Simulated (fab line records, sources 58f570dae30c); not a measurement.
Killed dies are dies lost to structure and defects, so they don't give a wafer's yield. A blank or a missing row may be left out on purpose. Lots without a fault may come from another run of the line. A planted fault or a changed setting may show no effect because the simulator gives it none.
fab line records | flow berkeley_cmos170
record lots=5 wafers=15 last_day=12
route steps=331 shown M1@252 V1@254 M2@271
lots that met no fault: from a run of the same line without faults
start_h: hours from the record's first day to the start of the lot's first wafer shown | wait_h: hours since the lot's step before | " the same as in the row above | L1.1+2: a row that stands for several wafers | - no value, or no start given | * or withheld: withheld | < > ~ a bound
route shown NAME@n: a module of which the file shows steps, and the number in the route of the first | usual: mean/standard deviation of fault-free wafers | same: alike in all rows | chamber/n: place in a boat | sites: the reading at each site | _std_site: their standard deviation | _edge_site: outer sites' mean less inner sites' | radius_mm: how far each site lies from the wafer's centre | mask NAME#n: copy n | behind: the tool/chamber that last shaped the wafer | hold: why the lot was held/for how many hours/how that ended | device: the transistor (n, p or np) that didn't switch | end of line: the same wafers' tests at the end of the route | a step without rows: its recipe alone | killed: dies lost to structure and defects at the first sort, not the wafer's yield | map: a wafer's dies, x killed, . not, _ none there
set.NAME: the setting as run; set.NAME@STEP: as run at that earlier step | model.NAME: the simulator's own value behind a step, which no gauge read
lots at some steps of the route; a table a step, a row a wafer
services: from which hour (start_h, from the record's first day; less than 0 if before it) a tool's chamber was out of use, for how many hours, and why
## steps
# step UCB170_M1_CD_MEAS_90
# recipe target_cd_nm=700
# usual cd_nm=699.5/2.5
# columns lot.wafer tool chamber start_h wait_h cd_nm
L076.1 cd_sem-01 - 145.50 0.1 701.1
L076.2 " - " " 702.2
L076.3 " - " " 701.7
L089.1 cd_sem-01 - 226.49 0.1 700.3
L089.3 " - " " 700.9
L089.5 " - " " 699.1
L091.1 cd_sem-01 - 249.59 0.1 696.7
L091.5 " - " " 697.1
L091.6 " - " " 701.6
L093.1 cd_sem-01 - 249.86 0.1 698.5
L093.5 " - " " 697.1
L093.6 " - " " 698.7
L096.2 cd_sem-02 - 272.89 0.1 698.3
L096.3 " - " " 696.9
L096.5 " - " " 696.6
# step UCB170_M1_ANNEAL_14
# recipe temp_c=400 time_s=1200 ambient=forming_gas
# usual spike_tc_source_C=418/3.6 tube_center_temp_C=400/0.035 tube_center_temp_C_max=401.04/0.18
# same time_s=1200
# columns lot.wafer tool chamber start_h wait_h spike_tc_source_C tube_center_temp_C tube_center_temp_C_max
L076.1 - - 150.04 4.5 416 400.03 400.91
L076.2 " - " " 416 399.95 400.70
L076.3 " - " " 418 400.03 401.08
L089.1 - - 232.47 6.0 423 400.04 401.49
L089.3 " - " " 423 399.97 401.01
L089.5 " - " " 425 399.98 401.01
L091.1 - - 250.83 1.2 416 400.04 401.07
L091.5 " - " " 415 399.98 400.89
L091.6 " - " " 415 399.93 400.82
L093.1 - - 250.83 1.0 417 400.01 401.22
L093.5 " - " " 414 400.05 401.46
L093.6 " - " " 415 399.99 401.11
L096.2 - - 276.85 3.9 414 400.07 401.10
L096.3 " - " " 417 399.96 401.22
L096.5 " - " " 416 400.03 400.98
# step UCB170_V1_CVD_00
# recipe material=SiO2 target_thk_nm=2000 temp_c=390 precursor=TEOS/O2 time_s=250 rf_w=550 pressure_mtorr=9000
# usual heater_power_w=247/76 pressure_mtorr=9001/18
# same time_s=250
# columns lot.wafer tool chamber start_h wait_h heater_power_w pressure_mtorr
L076.1 pecvd-01 0 151.38 0.0 186 9011
L076.2 " 1 " " 297 9010
L076.3 " 2 " " 384 8999
L089.1 pecvd-03 1 233.80 0.0 220 9017
L089.3 " 2 " " 149 8997
L089.5 " 0 " " 232 9002
L091.1 pecvd-01 1 252.16 0.0 303 8986
L091.5 " 1 " " 231 8987
L091.6 " 2 " " 320 8990
L093.1 pecvd-02 2 252.32 0.2 245 9023
L093.5 " 0 " " 299 9007
L093.6 " 1 " " 203 9024
L096.2 pecvd-03 1 278.18 0.0 241 9046
L096.3 " 2 " " 244 8976
L096.5 " 1 " " 294 9022
# step UCB170_V1_THK_MEAS_01
# recipe reads=SiO2_of_V1_CVD_00
# usual V1_TEOS_THK=2000/28
# columns lot.wafer tool chamber start_h wait_h V1_TEOS_THK[nm]
L076.1 film_metro-03 - 151.53 0.1 1996
L076.2 " - " " 1968
L076.3 " - " " 2004
L089.1 film_metro-03 - 233.95 0.1 2018
L089.3 " - " " 1997
L089.5 " - " " 2021
L091.1 film_metro-03 - 252.37 0.1 1963
L091.5 " - " " 2001
L091.6 " - " " 2019
L093.1 film_metro-03 - 252.47 0.1 1991
L093.5 " - " " 2012
L093.6 " - " " 2003
L096.2 film_metro-01 - 278.35 0.1 1949
L096.3 " - " " 1973
L096.5 " - " " 1989
# step UCB170_V1_CMP_02
# recipe material=SiO2 down_force_psi=6 platen_rpm=60 pad_velocity_m_s=0.75398
# usual motor_current_A=17.0/1.8
# columns lot.wafer tool chamber start_h wait_h motor_current_A
L076.1 cmp-01 2 151.59 0.1 15.3
L076.2 " 0 " " 18.1
L076.3 " 1 " " 19.3
L089.1 cmp-02 2 234.11 0.1 16.0
L089.3 " 3 " " 16.7
L089.5 " 0 " " 19.7
L091.1 cmp-02 3 252.48 0.1 17.7
L091.6 " 2 " " 16.4
L091.5 " 3 " " 18.1
L093.1 cmp-01 0 252.84 0.4 18.0
L093.6 " 2 " " 14.7
L093.5 " 3 " " 15.4
L096.2 cmp-01 3 278.40 0.0 15.0
L096.3 " 2 " " 15.2
L096.5 " 0 " " 18.2
# step UCB170_V1_BOW_MEAS_03
# recipe mode=bow
# usual V1_BOW=18/6.8
# columns lot.wafer tool chamber start_h wait_h V1_BOW[um]
L076.1 film_metro-02 - 151.89 0.2 24
L076.2 " - " " 26
L076.3 " - " " 7
L089.1 film_metro-01 - 234.31 0.1 17
L089.3 " - " " 19
L089.5 " - " " 13
L091.1 film_metro-03 - 252.73 0.2 11
L091.5 " - " " 21
L091.6 " - " " 19
L093.1 film_metro-03 - 253.04 0.1 19
L093.5 " - " " 19
L093.6 " - " " 17
L096.2 film_metro-03 - 278.72 0.3 22
L096.3 " - " " 20
L096.5 " - " " 25
# step UCB170_V1_THK_MEAS_04
# recipe reads=SiO2_of_V1_CVD_00
# usual V1_POLISHED_THK=1000.0/1.2
# columns lot.wafer tool chamber start_h wait_h V1_POLISHED_THK[nm]
L076.1 film_metro-02 - 152.01 0.1 1001.6
L076.2 " - " " 1001.8
L076.3 " - " " 999.6
L089.1 film_metro-01 - 234.43 0.1 1001.5
L089.3 " - " " 999.4
L089.5 " - " " 999.7
L091.1 film_metro-03 - 252.85 0.1 999.0
L091.5 " - " " 999.8
L091.6 " - " " 1002.7
L093.1 film_metro-03 - 253.16 0.1 1000.4
L093.5 " - " " 998.9
L093.6 " - " " 999.5
L096.2 film_metro-03 - 278.83 0.1 1000.5
L096.3 " - " " 1000.2
L096.5 " - " " 1001.4
# step UCB170_V1_CLEAN_05
# recipe chemistry=DIW
# columns lot.wafer tool chamber start_h wait_h
L076.1+2+3 wet_bench-04 0 152.07 0.1
L089.1+3+5 wet_bench-03 2 234.49 0.1
L091.1+5+6 wet_bench-03 2 252.97 0.1
L093.1+5+6 wet_bench-01 2 253.24 0.1
L096.2+3+5 wet_bench-03 3 278.88 0.0
# step UCB170_V1_HMDS_06
# recipe prime_time_s=60 prime_temp_c=100
# columns lot.wafer tool chamber start_h wait_h
L076.1+2+3 litho_track-01 0 152.26 0.0
L089.1+3+5 litho_track-04 0 234.69 0.0
L091.1+5+6 litho_track-03 0 253.15 0.0
L093.1+5+6 litho_track-04 0 253.58 0.1
L096.2+3+5 litho_track-01 0 279.08 0.0
# step UCB170_V1_COAT_07
# recipe resist=KrF spin_rpm=1500 resist_thk_nm=900
# columns lot.wafer tool chamber start_h wait_h
L076.1+2+3 litho_track-01 0 152.41 0.1
L089.1+3+5 litho_track-04 0 234.84 0.1
L091.1+5+6 litho_track-03 0 253.30 0.1
L093.1+5+6 litho_track-04 0 253.73 0.1
L096.2+3+5 litho_track-01 0 279.23 0.1
# step UCB170_V1_SOFTBAKE_08
# recipe resist=KrF temp_c=130 time_s=60
# usual plate_temp_C=129.99/0.12
# same time_s=60
# columns lot.wafer tool chamber start_h wait_h plate_temp_C
L076.1 litho_track-01 0 152.56 0.1 130.00
L076.2 " 0 " " 130.19
L076.3 " 0 " " 129.97
L089.1 litho_track-04 0 234.99 0.1 129.92
L089.3 " 0 " " 130.11
L089.5 " 0 " " 130.00
L091.1 litho_track-03 0 253.45 0.1 129.85
L091.5 " 0 " " 130.08
L091.6 " 0 " " 130.02
L093.1 litho_track-04 0 253.88 0.1 130.00
L093.5 " 0 " " 129.92
L093.6 " 0 " " 130.14
L096.2 litho_track-01 0 279.38 0.1 130.14
L096.3 " 0 " " 129.93
L096.5 " 0 " " 130.12
# step UCB170_V1_EXPOSE_09
# recipe mask_id=VIA1 target_cd_nm=700 na=0.5 sigma_outer=0.6 source_shape=conventional dose_mj=37
# same sigma_outer=0.6
# columns lot.wafer tool chamber start_h wait_h mask
L076.1+2+3 krf_scanner-02 0 152.71 0.1 VIA1#0
L089.1+3+5 krf_scanner-02 0 235.26 0.2 VIA1#0
L091.1+5+6 krf_scanner-01 0 253.60 0.1 VIA1#0
L093.1+5+6 krf_scanner-02 0 254.03 0.1 VIA1#0
L096.2+3+5 krf_scanner-02 0 279.52 0.1 VIA1#0
# step UCB170_V1_PEB_10
# recipe peb_temp_c=130 peb_time_s=withheld resist=KrF
# usual plate_temp_C=129.98/0.12
# columns lot.wafer tool chamber start_h wait_h plate_temp_C
L076.1 litho_track-04 0 152.97 0.2 129.89
L076.2 " 0 " " 129.81
L076.3 " 0 " " 129.86
L089.1 litho_track-03 0 235.38 0.1 130.02
L089.3 " 0 " " 129.88
L089.5 " 0 " " 129.89
L091.1 litho_track-01 0 253.97 0.4 129.73
L091.5 " 0 " " 130.05
L091.6 " 0 " " 130.02
L093.1 litho_track-01 0 254.25 0.2 130.06
L093.5 " 0 " " 130.17
L093.6 " 0 " " 129.92
L096.2 litho_track-04 0 279.80 0.3 130.13
L096.3 " 0 " " 130.03
L096.5 " 0 " " 129.98
# step UCB170_V1_DEVELOP_11
# recipe developer=TMAH develop_time_s=45 resist=KrF dev_temp_c=21
# columns lot.wafer tool chamber start_h wait_h
L076.1+2+3 litho_track-04 0 - -
L089.1+3+5 litho_track-03 0 - -
L091.1+5+6 litho_track-01 0 - -
L093.1+5+6 litho_track-01 0 - -
L096.2+3+5 litho_track-04 0 - -
# step UCB170_V1_CD_MEAS_12
# recipe target_cd_nm=700
# usual cd_nm=699.7/1.2
# columns lot.wafer tool chamber start_h wait_h cd_nm
L076.1 cd_sem-02 - 153.25 - 697.9
L076.2 " - " " 697.1
L076.3 " - " " 697.5
L089.1 cd_sem-01 - 235.65 - 701.1
L089.3 " - " " 700.4
L089.5 " - " " 701.2
L091.1 cd_sem-01 - 254.25 - 699.1
L091.5 " - " " 700.0
L091.6 " - " " 698.1
L093.1 cd_sem-01 - 254.52 - 699.7
L093.5 " - " " 700.4
L093.6 " - " " 701.0
L096.2 cd_sem-02 - 280.07 - 699.8
L096.3 " - " " 699.2
L096.5 " - " " 699.4
# step UCB170_V1_OVL_MEAS_13
# usual V1_OVL=1/5.2
# columns lot.wafer tool chamber start_h wait_h V1_OVL[nm]
L076.1 overlay-01 - 153.37 0.1 5
L076.2 " - " " -1
L076.3 " - " " 3
L089.1 overlay-02 - 235.77 0.1 -12
L089.3 " - " " -2
L089.5 " - " " -7
L091.1 overlay-01 - 254.37 0.1 1
L091.5 " - " " -3
L091.6 " - " " 9
L093.1 overlay-02 - 254.64 0.1 8
L093.5 " - " " 5
L093.6 " - " " 1
L096.2 overlay-02 - 280.18 0.1 1
L096.3 " - " " 9
L096.5 " - " " 5
# step UCB170_V1_ETCH_14
# recipe chemistry=CHF3/CF4/Ar target=SiO2 stop_on=Al CHF3_flow_sccm=45 cf4_flow_sccm=15 Ar_flow_sccm=150 pressure_mtorr=200 rf_w=700 target_depth_a=12500 over_etch_frac=0.25 time_s=291
# usual drypump_motor_current_A=5.8/0.38 oes_product_au=0.882/0.016 throttle_valve_pct=7.00/0.12
# same time_s=291
# columns lot.wafer tool chamber start_h wait_h drypump_motor_current_A oes_product_au rf_hours_counter_h throttle_valve_pct
L076.1 rie_diel-03 1 153.40 0.0 5.3 0.853 2 6.96
L076.2 " 0 " " 6.2 0.869 54 7.17
L076.3 " 2 " " 6.6 0.865 55 6.80
L089.1 rie_diel-04 1 235.81 0.0 6.2 0.897 122 7.09
L089.3 " 3 " " 5.6 0.889 25 7.09
L089.5 " 1 " " 6.2 0.907 - 7.10
L091.1 rie_diel-03 1 254.40 0.0 5.4 0.856 6 6.97
L091.5 " 1 " " 5.4 0.857 - 6.97
L091.6 " 2 " " 6.6 0.861 - 6.81
L093.1 rie_diel-02 2 254.68 0.0 5.1 0.888 16 6.96
L093.5 " 3 " " 5.6 0.902 - 7.10
L093.6 " 2 " " 5.1 0.883 - 6.96
L096.2 rie_diel-02 1 280.21 0.0 6.1 0.877 18 6.94
L096.3 " 3 " " 5.6 0.901 10 7.09
L096.5 " 3 " " 5.6 0.902 - 7.10
# step UCB170_V1_STRIP_15
# recipe chemistry=O2 power_w=400 pressure_mtorr=3500 platen_temp_c=withheld o2_flow_sccm=400 overash_fraction=0.5
# usual drypump_motor_current_A=5.7/0.69 oes_product_au=0.722/0.0041 strip_time_to_endpoint_s=15.33/0.14
# columns lot.wafer tool chamber start_h wait_h drypump_motor_current_A oes_product_au rf_hours_counter_h strip_time_to_endpoint_s
L076.1 plasma_asher-03 0 153.58 0.1 6.5 0.723 31 15.39
L076.2 " 1 " " 5.0 0.722 31 15.43
L076.3 " 1 " " 5.0 0.715 - 15.42
L089.1 plasma_asher-03 1 235.99 0.1 5.0 0.722 40 15.27
L089.3 " 1 " " 5.0 0.726 - 15.08
L089.5 " 1 " " 5.0 0.719 - 15.30
L091.1 plasma_asher-03 0 254.60 0.1 6.5 0.718 42 15.32
L091.5 " 0 " " 6.5 0.719 - 15.22
L091.6 " 1 " " 5.0 0.725 - 15.30
L093.1 plasma_asher-03 0 254.86 0.1 6.5 0.722 42 15.51
L093.5 " 1 " " 5.0 0.729 - 15.31
L093.6 " 0 " " 6.5 0.726 - 15.54
L096.2 plasma_asher-03 1 280.39 0.1 5.0 0.726 45 15.32
L096.3 " 0 " " 6.5 0.713 - 15.34
L096.5 " 0 " " 6.5 0.724 - 15.31
# step UCB170_V1_CD_MEAS_90
# recipe target_cd_nm=700
# usual cd_nm=699.7/1.5
# columns lot.wafer tool chamber start_h wait_h cd_nm
L076.1 cd_sem-02 - 153.68 0.1 697.1
L076.2 " - " " 698.1
L076.3 " - " " 698.5
L089.1 cd_sem-01 - 236.09 0.1 701.4
L089.3 " - " " 701.0
L089.5 " - " " 701.7
L091.1 cd_sem-01 - 254.70 0.1 699.7
L091.5 " - " " 699.7
L091.6 " - " " 698.5
L093.1 cd_sem-01 - 254.96 0.1 699.2
L093.5 " - " " 700.0
L093.6 " - " " 700.7
L096.2 cd_sem-01 - 280.51 0.1 699.9
L096.3 " - " " 699.1
L096.5 " - " " 699.4
# step UCB170_M2_PRE_CLEAN_00
# recipe gas=Ar preclean_etch_time_s=60
# columns lot.wafer tool chamber start_h wait_h
L076.1+2+3 pvd_sputter-02 - 153.80 0.1
L089.1+3+5 pvd_sputter-03 - 236.21 0.1
L091.1+5+6 pvd_sputter-02 - 254.82 0.1
L093.1+5+6 pvd_sputter-04 - 255.08 0.1
L096.2+3+5 pvd_sputter-04 - 280.61 0.1
# step UCB170_M2_SPUTTER_01
# recipe material=Al target_thk_nm=900 time_s=120 power_w=6000 chamber_pressure_pa=0.5
# usual throttle_valve_pct=30.3/1.2
# same time_s=120
# columns lot.wafer tool chamber start_h wait_h throttle_valve_pct
L076.1 pvd_sputter-02 - 153.87 0.0 30.8
L076.2 " - " " 28.3
L076.3 " - " " 31.2
L089.1 pvd_sputter-03 - 236.27 0.0 29.8
L089.3 " - " " 29.8
L089.5 " - " " 29.9
L091.1 pvd_sputter-02 - 254.89 0.0 28.0
L091.5 " - " " 28.0
L091.6 " - " " 29.6
L093.1 pvd_sputter-04 - 255.14 0.0 29.1
L093.5 " - " " 32.3
L093.6 " - " " 31.1
L096.2 pvd_sputter-04 - 280.67 0.0 31.1
L096.3 " - " " 32.5
L096.5 " - " " 30.9
# step UCB170_M2_RS_MEAS_02
# recipe thk_meas_gauge=four-point-probe reads=Al_of_M2_SPUTTER_01
# usual M2_AL_RS=0.0322/0.00034
# columns lot.wafer tool chamber start_h wait_h M2_AL_RS[ohm/sq]
L076.1 film_metro-03 - 153.95 0.0 0.0318
L076.2 " - " " 0.0320
L076.3 " - " " 0.0318
L089.1 film_metro-03 - 236.36 0.0 0.0327
L089.3 " - " " 0.0325
L089.5 " - " " 0.0327
L091.1 film_metro-04 - 254.97 0.0 0.0320
L091.5 " - " " 0.0321
L091.6 " - " " 0.0324
L093.1 film_metro-04 - 255.23 0.0 0.0320
L093.5 " - " " 0.0316
L093.6 " - " " 0.0319
L096.2 film_metro-01 - 280.78 0.1 0.0323
L096.3 " - " " 0.0322
L096.5 " - " " 0.0325
# step UCB170_M2_THK_MEAS_03
# recipe thk_meas_gauge=xrf reads=Al_of_M2_SPUTTER_01
# usual M2_AL_THK=896/10
# columns lot.wafer tool chamber start_h wait_h M2_AL_THK[nm]
L076.1 film_metro-03 - 154.07 0.1 916
L076.2 " - " " 909
L076.3 " - " " 914
L089.1 film_metro-03 - 236.48 0.1 889
L089.3 " - " " 890
L089.5 " - " " 885
L091.1 film_metro-04 - 255.09 0.1 906
L091.5 " - " " 898
L091.6 " - " " 889
L093.1 film_metro-04 - 255.35 0.1 900
L093.5 " - " " 918
L093.6 " - " " 907
L096.2 film_metro-01 - 280.89 0.1 890
L096.3 " - " " 891
L096.5 " - " " 878
# step UCB170_M2_HMDS_04
# recipe prime_time_s=60 prime_temp_c=100
# columns lot.wafer tool chamber start_h wait_h
L076.1+2+3 litho_track-01 0 154.16 0.1
L089.1+3+5 litho_track-02 0 236.54 0.1
L091.1+5+6 litho_track-02 0 255.15 0.1
L093.1+5+6 litho_track-02 0 255.60 0.2
L096.2+3+5 litho_track-02 0 280.96 0.1
# step UCB170_M2_COAT_05
# recipe resist=KrF spin_rpm=1500 resist_thk_nm=900
# columns lot.wafer tool chamber start_h wait_h
L076.1+2+3 litho_track-01 0 154.31 0.1
L089.1+3+5 litho_track-02 0 236.69 0.1
L091.1+5+6 litho_track-02 0 255.30 0.1
L093.1+5+6 litho_track-02 0 255.75 0.1
L096.2+3+5 litho_track-02 0 281.11 0.1
# step UCB170_M2_SOFTBAKE_06
# recipe resist=KrF temp_c=130 time_s=60
# usual plate_temp_C=129.99/0.13
# same time_s=60
# columns lot.wafer tool chamber start_h wait_h plate_temp_C
L076.1 litho_track-01 0 154.46 0.1 130.10
L076.2 " 0 " " 129.96
L076.3 " 0 " " 130.22
L089.1 litho_track-02 0 236.84 0.1 130.00
L089.3 " 0 " " 129.88
L089.5 " 0 " " 129.91
L091.1 litho_track-02 0 255.45 0.1 130.05
L091.5 " 0 " " 130.14
L091.6 " 0 " " 130.00
L093.1 litho_track-02 0 255.90 0.1 129.80
L093.5 " 0 " " 129.77
L093.6 " 0 " " 129.93
L096.2 litho_track-02 0 281.26 0.1 129.94
L096.3 " 0 " " 129.68
L096.5 " 0 " " 129.91
# step UCB170_M2_STRIP_07
# recipe chemistry=O2 power_w=400 pressure_mtorr=3500 platen_temp_c=withheld o2_flow_sccm=400 overash_fraction=0.5
# usual drypump_motor_current_A=5.5/0.58 oes_product_au=0.734/0.0051 strip_time_to_endpoint_s=22.01/0.057
# columns lot.wafer tool chamber start_h wait_h drypump_motor_current_A oes_product_au rf_hours_counter_h strip_time_to_endpoint_s
L076.1 plasma_asher-04 0 154.61 0.1 4.8 0.735 47 22.00
L076.2 " 1 " " 6.0 0.729 47 22.05
L076.3 " 0 " " 4.7 0.726 - 21.98
L089.1 plasma_asher-03 0 236.99 0.1 6.5 0.733 40 22.03
L089.3 " 1 " " 5.0 0.736 - 22.05
L089.5 " 0 " " 6.5 0.731 - 22.04
L091.1 plasma_asher-04 1 255.60 0.1 6.0 0.732 58 22.08
L091.5 " 0 " " 4.7 0.751 - 22.07
L091.6 " 1 " " 6.0 0.732 - 22.14
L093.1 plasma_asher-04 0 256.05 0.1 4.7 0.741 58 22.09
L093.5 " 1 " " 6.0 0.746 - 22.06
L093.6 " 0 " " 4.7 0.733 - 21.97
L096.2 plasma_asher-03 0 281.39 0.1 6.5 0.735 45 21.94
L096.3 " 1 " " 5.0 0.735 - 21.97
L096.5 " 0 " " 6.5 0.733 - 21.97
# step UCB170_M2_STRIP_08
# recipe chemistry=DMSO temp_c=80 time_s=600 material=KrF
# same time_s=600
# columns lot.wafer tool chamber start_h wait_h
L076.1+2+3 wet_bench-02 2 154.71 0.1
L089.1+3+5 wet_bench-04 0 237.09 0.1
L091.1+5+6 wet_bench-03 1 255.70 0.1
L093.1+5+6 wet_bench-03 0 256.15 0.1
L096.2+3+5 wet_bench-02 1 281.49 0.1
# step UCB170_M2_COAT_09
# recipe resist=BARC temp_c=withheld time_s=withheld spin_rpm=3000 resist_thk_nm=withheld
# columns lot.wafer tool chamber start_h wait_h
L076.1+2+3 litho_track-03 0 155.27 0.4
L089.1+3+5 litho_track-03 0 237.28 0.0
L091.1+5+6 litho_track-03 0 255.88 0.0
L093.1+5+6 litho_track-03 0 256.33 0.0
L096.2+3+5 litho_track-03 0 281.89 0.2
# step UCB170_M2_COAT_10
# recipe resist=KrF spin_rpm=1500 resist_thk_nm=900
# columns lot.wafer tool chamber start_h wait_h
L076.1+2+3 litho_track-03 0 - -
L089.1+3+5 litho_track-03 0 - -
L091.1+5+6 litho_track-03 0 - -
L093.1+5+6 litho_track-03 0 - -
L096.2+3+5 litho_track-03 0 - -
# step UCB170_M2_SOFTBAKE_11
# recipe resist=KrF temp_c=130 time_s=60
# usual plate_temp_C=129.99/0.13
# same time_s=60
# columns lot.wafer tool chamber start_h wait_h plate_temp_C
L076.1 litho_track-03 0 - - 129.89
L076.2 " 0 " " 129.74
L076.3 " 0 " " 129.77
L089.1 litho_track-03 0 - - 129.96
L089.3 " 0 " " 130.10
L089.5 " 0 " " 129.84
L091.1 litho_track-03 0 - - 130.11
L091.5 " 0 " " 130.01
L091.6 " 0 " " 130.26
L093.1 litho_track-03 0 - - 130.14
L093.5 " 0 " " 130.13
L093.6 " 0 " " 130.10
L096.2 litho_track-03 0 - - 129.91
L096.3 " 0 " " 129.76
L096.5 " 0 " " 130.00
# step UCB170_M2_EXPOSE_12
# recipe mask_id=METAL2 target_cd_nm=700 na=0.5 sigma_outer=0.6 source_shape=conventional dose_mj=26
# same sigma_outer=0.6
# columns lot.wafer tool chamber start_h wait_h mask
L076.1+2+3 krf_scanner-01 0 155.72 - METAL2#0
L089.1+3+5 krf_scanner-02 0 237.73 - METAL2#0
L091.1+5+6 krf_scanner-01 0 256.45 - METAL2#0
L093.1+5+6 krf_scanner-02 0 256.81 - METAL2#0
L096.2+3+5 krf_scanner-01 0 282.46 - METAL2#0
# step UCB170_M2_PEB_13
# recipe peb_temp_c=130 peb_time_s=withheld resist=KrF
# usual plate_temp_C=130.03/0.13
# columns lot.wafer tool chamber start_h wait_h plate_temp_C
L076.1 litho_track-01 0 156.06 0.3 129.95
L076.2 " 0 " " 129.99
L076.3 " 0 " " 130.03
L089.1 litho_track-03 0 237.84 0.1 130.25
L089.3 " 0 " " 130.31
L089.5 " 0 " " 130.32
L091.1 litho_track-01 0 256.57 0.1 129.90
L091.5 " 0 " " 130.11
L091.6 " 0 " " 129.83
L093.1 litho_track-03 0 256.93 0.1 129.84
L093.5 " 0 " " 130.03
L093.6 " 0 " " 129.72
L096.2 litho_track-01 0 282.60 0.1 130.07
L096.3 " 0 " " 129.85
L096.5 " 0 " " 130.05
# step UCB170_M2_DEVELOP_14
# recipe developer=TMAH develop_time_s=45 resist=KrF dev_temp_c=21
# columns lot.wafer tool chamber start_h wait_h
L076.1+2+3 litho_track-01 0 - -
L089.1+3+5 litho_track-03 0 - -
L091.1+5+6 litho_track-01 0 - -
L093.1+5+6 litho_track-03 0 - -
L096.2+3+5 litho_track-01 0 - -
# step UCB170_M2_CD_MEAS_15
# recipe target_cd_nm=700
# usual cd_nm=700.4/1.5
# columns lot.wafer tool chamber start_h wait_h cd_nm
L076.1 cd_sem-01 - 156.34 - 699.2
L076.2 " - " " 699.0
L076.3 " - " " 699.0
L089.1 cd_sem-02 - 238.12 - 700.8
L089.3 " - " " 700.3
L089.5 " - " " 699.3
L091.1 cd_sem-02 - 256.85 - 701.3
L091.5 " - " " 701.7
L091.6 " - " " 702.8
L093.1 cd_sem-02 - 257.20 - 700.8
L093.5 " - " " 698.3
L093.6 " - " " 700.4
L096.2 cd_sem-02 - 282.87 - 700.7
L096.3 " - " " 700.2
L096.5 " - " " 700.0
# step UCB170_M2_OVL_MEAS_16
# usual M2_OVL=0/6.4
# columns lot.wafer tool chamber start_h wait_h M2_OVL[nm]
L076.1 overlay-02 - 156.46 0.1 -4
L076.2 " - " " -3
L076.3 " - " " -3
L089.1 overlay-01 - 238.24 0.1 4
L089.3 " - " " 6
L089.5 " - " " 8
L091.1 overlay-01 - 256.97 0.1 2
L091.5 " - " " -1
L091.6 " - " " -5
L093.1 overlay-02 - 257.32 0.1 -7
L093.5 " - " " -5
L093.6 " - " " 8
L096.2 overlay-02 - 282.97 0.1 4
L096.3 " - " " -4
L096.5 " - " " 4
# step UCB170_M2_ETCH_17
# recipe chemistry=N2/H2 target_depth_a=withheld overetch_a=withheld target=BARC time_s=withheld source_w=500 bias_w=100 pressure_mtorr=30 n2_flow_sccm=100 h2_flow_sccm=200
# usual bias_w=100.0/0.3 drypump_motor_current_A=5.8/0.44 oes_product_au=1.008/0.021 throttle_valve_pct=13.31/0.16
# columns lot.wafer tool chamber start_h wait_h bias_w drypump_motor_current_A oes_product_au throttle_valve_pct
L076.1 rie_diel-03 2 156.49 0.0 100.4 6.6 0.994 13.06
L076.2 " 0 " " 100.2 6.2 1.011 13.56
L076.3 " 1 " " 99.3 5.4 0.979 13.42
L089.1 rie_diel-02 2 238.28 0.0 100.2 5.1 0.994 13.33
L089.3 " 1 " " 100.4 6.1 1.014 13.23
L089.5 " 3 " " 99.5 5.6 1.040 13.28
L091.1 rie_diel-01 2 257.00 0.0 99.8 6.1 0.989 13.12
L091.5 " 0 " " 99.8 5.9 1.038 13.24
L091.6 " 1 " " 100.2 6.0 1.007 13.38
L093.1 rie_diel-03 0 257.36 0.0 100.3 6.2 0.996 13.55
L093.5 " 0 " " 100.3 6.2 0.995 13.57
L093.6 " 1 " " 100.2 5.4 0.976 13.43
L096.2 rie_diel-02 1 283.00 0.0 100.1 6.1 1.013 13.23
L096.3 " 0 " " 99.8 5.4 1.023 13.55
L096.5 " 0 " " 99.5 5.4 1.010 13.55
# step UCB170_M2_METAL_ETCH_18
# recipe chemistry=Cl2/BCl3 target=Al stop_on=SiO2 pressure_mtorr=12 target_depth_a=11700 over_etch_frac=0.3 time_s=195 icp_w=600 bias_w=120 Cl2_flow_sccm=90 bcl3_flow_sccm=45
# usual bias_w=119.9/0.39 drypump_motor_current_A=5.8/0.48 oes_product_au=0.851/0.016 throttle_valve_pct=24.35/0.14
# same time_s=195
# columns lot.wafer tool chamber start_h wait_h bias_w drypump_motor_current_A oes_product_au rf_hours_counter_h throttle_valve_pct
L076.1 rie_metal-04 1 156.54 - 119.0 5.0 0.839 0 24.35
L076.2 " 0 " " 120.2 5.9 0.849 4 24.35
L076.3 " 1 " " 119.3 5.0 0.842 - 24.33
L089.1 rie_metal-03 1 238.32 - 120.5 5.6 0.861 1 24.30
L089.3 " 0 " " 120.5 5.8 0.843 - 24.38
L089.5 " 0 " " 119.9 5.8 0.850 - 24.39
L091.1 rie_metal-02 1 257.04 - 119.9 5.6 0.878 8 24.12
L091.5 " 1 " " 119.9 5.6 0.885 - 24.12
L091.6 " 0 " " 120.2 6.6 0.828 - 24.58
L093.1 rie_metal-04 0 257.40 - 120.0 5.9 0.849 7 24.36
L093.5 " 1 " " 119.8 5.0 0.844 - 24.34
L093.6 " 0 " " 119.6 5.9 0.853 - 24.35
L096.2 rie_metal-03 1 283.11 - 120.1 5.6 0.860 - 24.29
L096.3 " 1 " " 119.2 5.6 0.864 - 24.29
L096.5 " 1 " " 120.2 5.6 0.867 - 24.30
## services
# columns tool chamber start_h hours kind
krf_scanner-02 - 126.82 1.0 pm
krf_scanner-02 - 127.82 4.0 pm
pecvd-01 - 135.50 14.0 pm
rie_metal-04 - 138.29 15.6 pm
wet_bench-03 - 143.85 1.9 pm
plasma_asher-04 - 150.88 0.5 repair
krf_scanner-01 - 167.76 1.0 pm
rie_diel-02 0 167.86 4.2 repair
krf_scanner-02 - 173.65 1.3 pm
rie_diel-02 2 185.89 5.7 repair
krf_scanner-01 - 191.54 1.3 pm
krf_scanner-02 - 193.81 4.4 pm
krf_scanner-01 - 198.90 3.6 pm
rie_diel-02 - 200.88 0.9 repair
cmp-01 - 218.66 0.5 repair
krf_scanner-02 - 221.21 3.3 repair
furnace-03 - 225.13 3.8 pm
furnace-03 - 228.88 3.6 pm
cmp-01 - 232.00 4.0 pm
cmp-01 - 236.00 4.4 pm
krf_scanner-02 - 257.33 0.8 pm
furnace-03 - 261.72 12.6 repair
krf_scanner-01 - 266.55 0.8 pm
wet_bench-03 - 275.45 2.6 repair
## key
fault none
